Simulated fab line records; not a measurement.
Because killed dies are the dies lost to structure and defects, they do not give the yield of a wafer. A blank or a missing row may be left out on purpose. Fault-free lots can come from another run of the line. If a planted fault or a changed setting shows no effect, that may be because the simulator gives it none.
Check for tools in common || flow berkeleyCmos170 || Lots sampled 14, wafers sampled 42

== REASON IT WAS OPENED ==
At UCB170_M2_RS_MEAS_02 the reading M2_AL_RS is flagged on 3 of 14 lots. No-fault wafers: 0.0322 ohm/sq, standard deviation 0.00039.
Rule: a lot is flagged in two cases, either no wafer of it has a number, or all its wafers with numbers fall more than 4 standard deviations from that mean. The rest of the lots are taken to be sound.

{"lot": "L595", "measured": "day 9 01:37", "on": "filmMetro-02", "M2_AL_RS (ohm/sq), wafer by wafer": "0.0329 0.0328 0.0329", "flag": ""}
{"lot": "L594", "measured": "day 9 01:43", "on": "filmMetro-03", "M2_AL_RS (ohm/sq), wafer by wafer": "0.0322 0.0324 0.0325", "flag": ""}
{"lot": "L593", "measured": "day 9 01:51", "on": "filmMetro-02", "M2_AL_RS (ohm/sq), wafer by wafer": "0.0319 0.0321 0.0320", "flag": ""}
{"lot": "L592", "measured": "day 9 02:27", "on": "filmMetro-04", "M2_AL_RS (ohm/sq), wafer by wafer": "0.0331 0.0327 0.0330", "flag": ""}
{"lot": "L597", "measured": "day 9 03:09", "on": "filmMetro-03", "M2_AL_RS (ohm/sq), wafer by wafer": "0.0323 0.0326 0.0320", "flag": ""}
{"lot": "L596", "measured": "day 9 05:16", "on": "filmMetro-03", "M2_AL_RS (ohm/sq), wafer by wafer": "0.0324 0.0322 0.0323", "flag": ""}
{"lot": "L599", "measured": "day 10 01:49", "on": "filmMetro-02", "M2_AL_RS (ohm/sq), wafer by wafer": "0.0318 0.0318 0.0318", "flag": ""}
{"lot": "L598", "measured": "day 10 02:07", "on": "filmMetro-04", "M2_AL_RS (ohm/sq), wafer by wafer": "0.0324 0.0322 0.0324", "flag": ""}
{"lot": "L604", "measured": "day 11 05:47", "on": "filmMetro-04", "M2_AL_RS (ohm/sq), wafer by wafer": "0.1144 0.1125 0.1158", "flag": "FLAGGED"}
{"lot": "L606", "measured": "day 11 07:14", "on": "filmMetro-03", "M2_AL_RS (ohm/sq), wafer by wafer": "0.1136 0.1200 0.1157", "flag": "FLAGGED"}
{"lot": "L608", "measured": "day 11 21:10", "on": "filmMetro-02", "M2_AL_RS (ohm/sq), wafer by wafer": "0.1243 0.1190 0.1175", "flag": "FLAGGED"}
{"lot": "L612", "measured": "day 12 09:24", "on": "filmMetro-02", "M2_AL_RS (ohm/sq), wafer by wafer": "0.0318 0.0314 0.0314", "flag": ""}
{"lot": "L611", "measured": "day 12 10:22", "on": "filmMetro-03", "M2_AL_RS (ohm/sq), wafer by wafer": "0.0321 0.0322 0.0321", "flag": ""}
{"lot": "L614", "measured": "day 12 18:52", "on": "filmMetro-02", "M2_AL_RS (ohm/sq), wafer by wafer": "0.0321 0.0320 0.0318", "flag": ""}
On average the flagged lots read 0.1170 ohm/sq, which is +0.0848 ohm/sq against the usual, or +99 or more standard deviations.

== WHICH TOOL EACH LOT WENT THROUGH ==
The record holds 2 process steps before the reading, out of a route of 331 steps. Each cell gives the tool, then ch followed by the chambers the sampled wafers passed through, then the start.
{"lot": "L595", "flag": "", "UCB170_ACTIVE_ETCH_15": "rieDiel-04 ch 0,1, day 5 06:40", "UCB170_M2_SPUTTER_01": "pvdSputter-01, day 9 01:29"}
{"lot": "L594", "flag": "", "UCB170_ACTIVE_ETCH_15": "rieDiel-01 ch 0,3, day 5 06:55", "UCB170_M2_SPUTTER_01": "pvdSputter-02, day 9 01:36"}
{"lot": "L593", "flag": "", "UCB170_ACTIVE_ETCH_15": "rieDiel-02 ch 0,1, day 5 02:02", "UCB170_M2_SPUTTER_01": "pvdSputter-04, day 9 01:46"}
{"lot": "L592", "flag": "", "UCB170_ACTIVE_ETCH_15": "rieDiel-04 ch 0,2,3, day 5 01:46", "UCB170_M2_SPUTTER_01": "pvdSputter-01, day 9 02:20"}
{"lot": "L597", "flag": "", "UCB170_ACTIVE_ETCH_15": "rieDiel-02 ch 0,1,2, day 5 18:47", "UCB170_M2_SPUTTER_01": "pvdSputter-02, day 9 03:04"}
{"lot": "L596", "flag": "", "UCB170_ACTIVE_ETCH_15": "rieDiel-01 ch 0,1,2, day 5 18:54", "UCB170_M2_SPUTTER_01": "pvdSputter-04, day 9 05:11"}
{"lot": "L599", "flag": "", "UCB170_ACTIVE_ETCH_15": "rieDiel-01 ch 0,3, day 6 04:16", "UCB170_M2_SPUTTER_01": "pvdSputter-04, day 10 01:43"}
{"lot": "L598", "flag": "", "UCB170_ACTIVE_ETCH_15": "rieDiel-01 ch 2,3, day 6 03:40", "UCB170_M2_SPUTTER_01": "pvdSputter-02, day 10 02:00"}
{"lot": "L604", "flag": "FLAGGED", "UCB170_ACTIVE_ETCH_15": "rieDiel-01 ch 0,1, day 7 13:18", "UCB170_M2_SPUTTER_01": "pvdSputter-04, day 11 05:41"}
{"lot": "L606", "flag": "FLAGGED", "UCB170_ACTIVE_ETCH_15": "rieDiel-04 ch 0,2,3, day 7 19:17", "UCB170_M2_SPUTTER_01": "pvdSputter-04, day 11 07:09"}
{"lot": "L608", "flag": "FLAGGED", "UCB170_ACTIVE_ETCH_15": "rieDiel-02 ch 1,2,3, day 8 11:23", "UCB170_M2_SPUTTER_01": "pvdSputter-04, day 11 21:05"}
{"lot": "L612", "flag": "", "UCB170_ACTIVE_ETCH_15": "rieDiel-01 ch 0,3, day 8 23:15", "UCB170_M2_SPUTTER_01": "pvdSputter-01, day 12 09:19"}
{"lot": "L611", "flag": "", "UCB170_ACTIVE_ETCH_15": "rieDiel-02 ch 0,1,2, day 8 23:31", "UCB170_M2_SPUTTER_01": "pvdSputter-02, day 12 10:16"}
{"lot": "L614", "flag": "", "UCB170_ACTIVE_ETCH_15": "rieDiel-04 ch 1,3, day 9 09:08", "UCB170_M2_SPUTTER_01": "pvdSputter-01, day 12 18:46"}
These steps, and what they do:
- UCB170_ACTIVE_ETCH_15: etches Si3N4 in CH3F/Ar/O2, stops on SiO2, target depth 242 nm, time 151 s.
- UCB170_M2_SPUTTER_01: material Al, target thk 900 nm, time 120 s.
- UCB170_M2_RS_MEAS_02: measures by four-point-probe.

== FLAGGED AGAINST TOTAL, ONE TOOL AT A TIME (gauges that did the reading follow at the end) ==
{"step": "UCB170_ACTIVE_ETCH_15", "tool": "rieDiel-01", "lots run": 6, "flagged": 1, "share of the flagged lots": "some", "sound lots run after its first flagged lot": "1 (L612)"}
{"step": "UCB170_ACTIVE_ETCH_15", "tool": "rieDiel-02", "lots run": 4, "flagged": 1, "share of the flagged lots": "some", "sound lots run after its first flagged lot": "1 (L611)"}
{"step": "UCB170_ACTIVE_ETCH_15", "tool": "rieDiel-04", "lots run": 4, "flagged": 1, "share of the flagged lots": "some", "sound lots run after its first flagged lot": "1 (L614)"}
{"step": "UCB170_M2_SPUTTER_01", "tool": "pvdSputter-01", "lots run": 4, "flagged": 0, "share of the flagged lots": "none", "sound lots run after its first flagged lot": "-"}
{"step": "UCB170_M2_SPUTTER_01", "tool": "pvdSputter-02", "lots run": 4, "flagged": 0, "share of the flagged lots": "none", "sound lots run after its first flagged lot": "-"}
{"step": "UCB170_M2_SPUTTER_01", "tool": "pvdSputter-04", "lots run": 6, "flagged": 3, "share of the flagged lots": "all", "sound lots run after its first flagged lot": 0}
{"step": "UCB170_M2_RS_MEAS_02", "tool": "filmMetro-02", "lots run": 6, "flagged": 1, "share of the flagged lots": "some", "sound lots run after its first flagged lot": "2 (L612,L614)"}
{"step": "UCB170_M2_RS_MEAS_02", "tool": "filmMetro-03", "lots run": 5, "flagged": 1, "share of the flagged lots": "some", "sound lots run after its first flagged lot": "1 (L611)"}
{"step": "UCB170_M2_RS_MEAS_02", "tool": "filmMetro-04", "lots run": 3, "flagged": 1, "share of the flagged lots": "some", "sound lots run after its first flagged lot": 0}

== WHAT IS ALLOWED BY THE TABLE ==
Rows of the table that ran each flagged lot: 1, that is pvdSputter-04 at UCB170_M2_SPUTTER_01.
- pvdSputter-04 at UCB170_M2_SPUTTER_01: 3 of its 6 lots flagged. It ran its last sound lot, L599, at day 10 01:43 and its first flagged lot, L604, at day 11 05:41: a fault with its onset between the two fits.
pvdSputter-04 at UCB170_M2_SPUTTER_01 is the single tool remaining.

== WHAT THE SIMULATOR HAD INSERTED ==
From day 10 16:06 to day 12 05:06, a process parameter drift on pvdSputter-04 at UCB170_M2_SPUTTER_01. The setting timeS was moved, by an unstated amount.
Shown lots that were struck: L604, L606, L608. The rule above reached the same finding.
